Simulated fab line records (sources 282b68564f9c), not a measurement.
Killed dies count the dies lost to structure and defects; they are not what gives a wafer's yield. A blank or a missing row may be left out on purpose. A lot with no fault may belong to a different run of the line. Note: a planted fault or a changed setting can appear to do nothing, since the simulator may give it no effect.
Which tool did it?    flow rit cmos    14 lots with 42 wafers sampled at 4 steps, on a route of 202 steps

WHAT EACH GAUGE READ, for each wafer
RIT_PRETRO_TW_MEAS_10. Usual: PRETRO_TW gives 474 (standard deviation 4.1).
lot   measured     on             PRETRO_TW    flag
L872  day 2 08:49  film metro-01  475 477 476  
L873  day 2 14:52  film metro-02  472 475 473  
L874  day 2 19:26  film metro-03  468 467 470  
L875  day 3 00:41  film metro-02  393 393 393  OFF
L876  day 3 05:38  film metro-03  470 471 474  
L877  day 3 09:20  film metro-02  394 394 394  OFF
L882  day 4 12:24  film metro-02  471 470 472  
L884  day 4 22:20  film metro-01  477 477 479  
L886  day 5 09:51  film metro-01  479 482 477  
L888  day 5 18:58  film metro-01  478 480 478  
L890  day 6 02:12  film metro-01  477 475 477  
L891  day 6 10:05  film metro-02  477 477 479  
L894  day 6 22:43  film metro-01  477 475 479  
L895  day 7 06:09  film metro-01  476 474 474  

RIT_GATE_OVL_MEAS_17. Usual: GATE_OVL gives 0.8 nm (standard deviation 1.6).
lot   measured     on          GATE_OVL (nm)  flag
L872  day 2 13:32  overlay-01  -0.6 2.2 1.4   
L873  day 2 21:40  overlay-01  1.2 1.1 0.4    
L874  day 3 01:17  overlay-02  0.5 0.7 1.1    
L875  day 3 10:27  overlay-01  2.0 1.9 2.1    
L876  day 3 14:51  overlay-01  0.1 2.1 0.1    
L877  day 3 16:34  overlay-02  0.4 2.9 1.0    
L882  day 4 20:31  overlay-02  1.4 1.2 3.1    
L884  day 5 06:45  overlay-02  0.5 -0.5 0.7   
L886  day 5 16:41  overlay-01  2.3 2.3 1.2    
L888  day 6 03:59  overlay-01  -0.3 0.4 0.7   
L890  day 6 07:07  overlay-02  1.6 0.7 -0.5   
L891  day 6 18:01  overlay-01  1.3 3.2 1.9    
L894  day 7 03:53  overlay-01  0.1 2.6 1.7    
L895  day 7 12:08  overlay-02  0.8 1.2 2.5    

EACH LOT AND THE TOOL THAT RAN IT (in order: tool; ch and the chambers of the sampled wafers; start)
lot   RIT_PRETRO_IMPLANT_08           RIT_PRETRO_STRIP_09
L872  implanter-04 ch 0, day 2 08:31  plasma asher-03 ch 0,1, day 2 08:38
L873  implanter-02 ch 0, day 2 14:34  plasma asher-02 ch 0,1, day 2 14:41
L874  implanter-04 ch 0, day 2 19:07  plasma asher-02 ch 0,1, day 2 19:14
L875  implanter-04 ch 0, day 3 00:23  plasma asher-04 ch 0,1, day 3 00:30
L876  implanter-01 ch 0, day 3 05:20  plasma asher-04 ch 0,1, day 3 05:29
L877  implanter-04 ch 0, day 3 09:02  plasma asher-04 ch 0,1, day 3 09:09
L882  implanter-01 ch 0, day 4 12:05  plasma asher-03 ch 0,1, day 4 12:14
L884  implanter-02 ch 0, day 4 22:02  plasma asher-03 ch 0,1, day 4 22:12
L886  implanter-02 ch 0, day 5 09:34  plasma asher-04 ch 0,1, day 5 09:43
L888  implanter-01 ch 0, day 5 18:38  plasma asher-02 ch 0,1, day 5 18:47
L890  implanter-04 ch 0, day 6 01:53  plasma asher-03 ch 0,1, day 6 02:02
L891  implanter-02 ch 0, day 6 09:46  plasma asher-02 ch 0,1, day 6 09:55
L894  implanter-04 ch 0, day 6 22:24  plasma asher-03 ch 0, day 6 22:32
L895  implanter-02 ch 0, day 7 05:52  plasma asher-04 ch 0,1, day 7 06:01
- RIT_PRETRO_IMPLANT_08
- RIT_PRETRO_STRIP_09: strips in O2, time 180 s.

AS READ BY THE TOOLS THEMSELVES (means over the sampled wafers that have a number; for cases with no such wafer, the mark the record gives instead)
RIT_PRETRO_IMPLANT_08. Usual: dose ions cm2 1.1999e+13, standard deviation 1.2e+10; faraday current uA 38.1, standard deviation 0.67.
lot   tool          dose ions cm2  faraday current uA  flag
L872  implanter-04  1.1991e+13     38.4                
L873  implanter-02  1.1998e+13     38.2                
L874  implanter-04  1.2000e+13     38.1                
L875  implanter-04  6.5887e+12     20.7                OFF
L876  implanter-01  1.2020e+13     38.6                
L877  implanter-04  6.6080e+12     20.7                OFF
L882  implanter-01  1.1992e+13     38.2                
L884  implanter-02  1.1988e+13     37.7                
L886  implanter-02  1.2001e+13     38.2                
L888  implanter-01  1.1997e+13     37.9                
L890  implanter-04  1.1994e+13     38.2                
L891  implanter-02  1.1998e+13     37.7                
L894  implanter-04  1.2014e+13     38.8                
L895  implanter-02  1.2002e+13     38.3                

RIT_PRETRO_STRIP_09. Usual: 5.6 A for drypump motor current A, sd 0.51.
lot   tool             drypump motor current A (A)  flag
L872  plasma asher-03  5.4                          
L873  plasma asher-02  5.2                          
L874  plasma asher-02  5.2                          
L875  plasma asher-04  6.2                          
L876  plasma asher-04  6.2                          
L877  plasma asher-04  6.2                          
L882  plasma asher-03  5.4                          
L884  plasma asher-03  5.4                          
L886  plasma asher-04  6.2                          
L888  plasma asher-02  5.2                          
L890  plasma asher-03  5.4                          
L891  plasma asher-02  5.3                          
L894  plasma asher-03  5.3                          
L895  plasma asher-04  5.8                          

THE ANSWER, worked out from the rows above alone
Rule: lot off if the mean of its wafers having a number is beyond 3 standard deviations from the usual mean. A lot without any number at a reading at which 4 lots or more have one is off too. Where the step has rows for the other lots, those lots are counted as sound. After the gauges, taken in route order, come the tools' own readings; for these a lot's mean is taken, as printed above. The first step at which some lot is off is used, and at that step the reading that is off furthest; a lot without a number counts as furthest.
Off: L875, L877, at RIT_PRETRO_TW_MEAS_10 (PRETRO_TW).
A tool fits if, at a process step before that reading, it ran every lot that is off, and no sound lot after the first of them. The gauges at RIT_PRETRO_TW_MEAS_10 aren't tried: what is off there is off at RIT_PRETRO_IMPLANT_08 too, on other tools, and a gauge's error can't cause that. None of those tried fits.

WHAT THE SIMULATOR HAD PUT IN
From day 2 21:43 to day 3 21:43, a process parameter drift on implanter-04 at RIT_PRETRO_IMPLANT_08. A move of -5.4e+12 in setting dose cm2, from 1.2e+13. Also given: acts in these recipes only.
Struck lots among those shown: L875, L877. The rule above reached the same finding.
